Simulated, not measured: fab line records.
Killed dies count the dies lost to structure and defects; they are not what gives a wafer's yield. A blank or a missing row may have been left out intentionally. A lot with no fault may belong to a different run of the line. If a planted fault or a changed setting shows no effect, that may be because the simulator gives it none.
Check of tool commonality :: flow rit-cmos :: 13 lots, 41 wafers sampled

THE REASON FOR OPENING IT
Flagged at RIT_CONTACT_CD_MEAS_08: reading cd-nm, on 2 of 13 lots. Wafers without a fault read 999.9 nm, standard deviation 2.2.
Rule: a lot is flagged in two cases, either no wafer of it has a number, or all its wafers with numbers fall more than 4 standard deviations from that mean. The other lots count as sound.

lot: L697
measured: day 3 03:46
on: cd-sem-01
cd-nm (nm), wafer by wafer: 1001.7 1000.3 1001.3
flag: 

lot: L698
measured: day 3 07:50
on: cd-sem-02
cd-nm (nm), wafer by wafer: 1000.6 1000.8 999.7
flag: 

lot: L699
measured: day 3 14:42
on: cd-sem-01
cd-nm (nm), wafer by wafer: 996.0 996.8 997.5
flag: 

lot: L700
measured: day 3 20:59
on: cd-sem-01
cd-nm (nm), wafer by wafer: 1001.4 1001.9 1000.5
flag: 

lot: L706
measured: day 5 00:29
on: cd-sem-01
cd-nm (nm), wafer by wafer: 1000.8 999.4 997.8
flag: 

lot: L707
measured: day 5 06:04
on: cd-sem-02
cd-nm (nm), wafer by wafer: 1015.6 1014.4 1014.9 1015.1 1014.0 1015.4
flag: FLAGGED

lot: L702
measured: day 5 18:48
on: cd-sem-02
cd-nm (nm), wafer by wafer: 1013.1 1013.6
flag: FLAGGED

lot: L711
measured: day 6 02:15
on: cd-sem-02
cd-nm (nm), wafer by wafer: 999.9 1000.0 999.9
flag: 

lot: L712
measured: day 6 09:22
on: cd-sem-01
cd-nm (nm), wafer by wafer: 1004.1 1002.7 1002.7
flag: 

lot: L714
measured: day 6 17:44
on: cd-sem-02
cd-nm (nm), wafer by wafer: 997.8 998.0 998.9
flag: 

lot: L715
measured: day 6 23:02
on: cd-sem-02
cd-nm (nm), wafer by wafer: 1000.7 1001.2 1001.0
flag: 

lot: L719
measured: day 7 18:02
on: cd-sem-01
cd-nm (nm), wafer by wafer: 1000.8 1001.2 999.7
flag: 

lot: L720
measured: day 7 23:33
on: cd-sem-01
cd-nm (nm), wafer by wafer: 1003.6 1003.4 1003.4
flag: 
The mean of the flagged lots' numbers is 1014.5 nm, +14.6 nm from the usual (+7 standard deviations).

LOT BY LOT: THE TOOL USED
The record keeps 1 process step preceding the reading, out of 202 steps on the route. In each cell: the tool, then ch and the chambers that the sampled wafers went through, then the start.
lot: L697
flag: 
RIT_CONTACT_DEVELOP_07: litho-track-01 ch 0, day 3 03:00

lot: L698
flag: 
RIT_CONTACT_DEVELOP_07: litho-track-02 ch 0, day 3 07:00

lot: L699
flag: 
RIT_CONTACT_DEVELOP_07: litho-track-02 ch 0, day 3 14:00

lot: L700
flag: 
RIT_CONTACT_DEVELOP_07: litho-track-01 ch 0, day 3 20:00

lot: L706
flag: 
RIT_CONTACT_DEVELOP_07: litho-track-01 ch 0, day 5 00:00

lot: L707
flag: FLAGGED
RIT_CONTACT_DEVELOP_07: litho-track-02 ch 0, day 5 05:00

lot: L702
flag: FLAGGED
RIT_CONTACT_DEVELOP_07: litho-track-02 ch 0, day 5 18:00

lot: L711
flag: 
RIT_CONTACT_DEVELOP_07: litho-track-03 ch 0, day 6 02:00

lot: L712
flag: 
RIT_CONTACT_DEVELOP_07: litho-track-01 ch 0, day 6 09:00

lot: L714
flag: 
RIT_CONTACT_DEVELOP_07: litho-track-01 ch 0, day 6 17:00

lot: L715
flag: 
RIT_CONTACT_DEVELOP_07: litho-track-03 ch 0, day 6 22:00

lot: L719
flag: 
RIT_CONTACT_DEVELOP_07: litho-track-03 ch 0, day 7 17:00

lot: L720
flag: 
RIT_CONTACT_DEVELOP_07: litho-track-01 ch 0, day 7 23:00
These steps, and what they do:
- RIT_CONTACT_DEVELOP_07: develop time 120 s.
- RIT_CONTACT_CD_MEAS_08: target cd 1000 nm.

FLAGGED AGAINST TOTAL, ONE TOOL AT A TIME (gauges that did the reading follow at the end)
step: RIT_CONTACT_DEVELOP_07
tool: litho-track-01
lots run: 6
flagged: 0
share of the flagged lots: none
sound lots run after its first flagged lot: -

step: RIT_CONTACT_DEVELOP_07
tool: litho-track-02
lots run: 4
flagged: 2
share of the flagged lots: all
sound lots run after its first flagged lot: 0

step: RIT_CONTACT_DEVELOP_07
tool: litho-track-03
lots run: 3
flagged: 0
share of the flagged lots: none
sound lots run after its first flagged lot: -

step: RIT_CONTACT_CD_MEAS_08
tool: cd-sem-01
lots run: 7
flagged: 0
share of the flagged lots: none
sound lots run after its first flagged lot: -

step: RIT_CONTACT_CD_MEAS_08
tool: cd-sem-02
lots run: 6
flagged: 2
share of the flagged lots: all
sound lots run after its first flagged lot: 3 (L711,L714,L715)

THE TABLE: WHAT IT ALLOWS
Rows of the table that ran all the flagged lots, 2 in number: litho-track-02 at RIT_CONTACT_DEVELOP_07; cd-sem-02 at RIT_CONTACT_CD_MEAS_08.
- litho-track-02 at RIT_CONTACT_DEVELOP_07: 2 of its 4 lots flagged. A fault beginning between L699 (day 3 14:00), its last sound lot, and L707 (day 5 05:00), its first flagged one, fits the data. Its own readings (developer-temp-C) fall more than 4 standard deviations out on all wafers of the flagged lots.
- cd-sem-02 at RIT_CONTACT_CD_MEAS_08: 2 of its 6 lots flagged. After the first flagged lot (L711, L714, L715), sound lots still ran on it; a lasting fault on the whole tool would not permit that.
Left over: one tool, litho-track-02 at RIT_CONTACT_DEVELOP_07.

WHAT THE SIMULATOR HAD PUT IN
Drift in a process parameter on litho-track-02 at RIT_CONTACT_DEVELOP_07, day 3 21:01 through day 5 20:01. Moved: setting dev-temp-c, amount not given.
Struck lots among those shown: L707, L702. The rule above found the same.
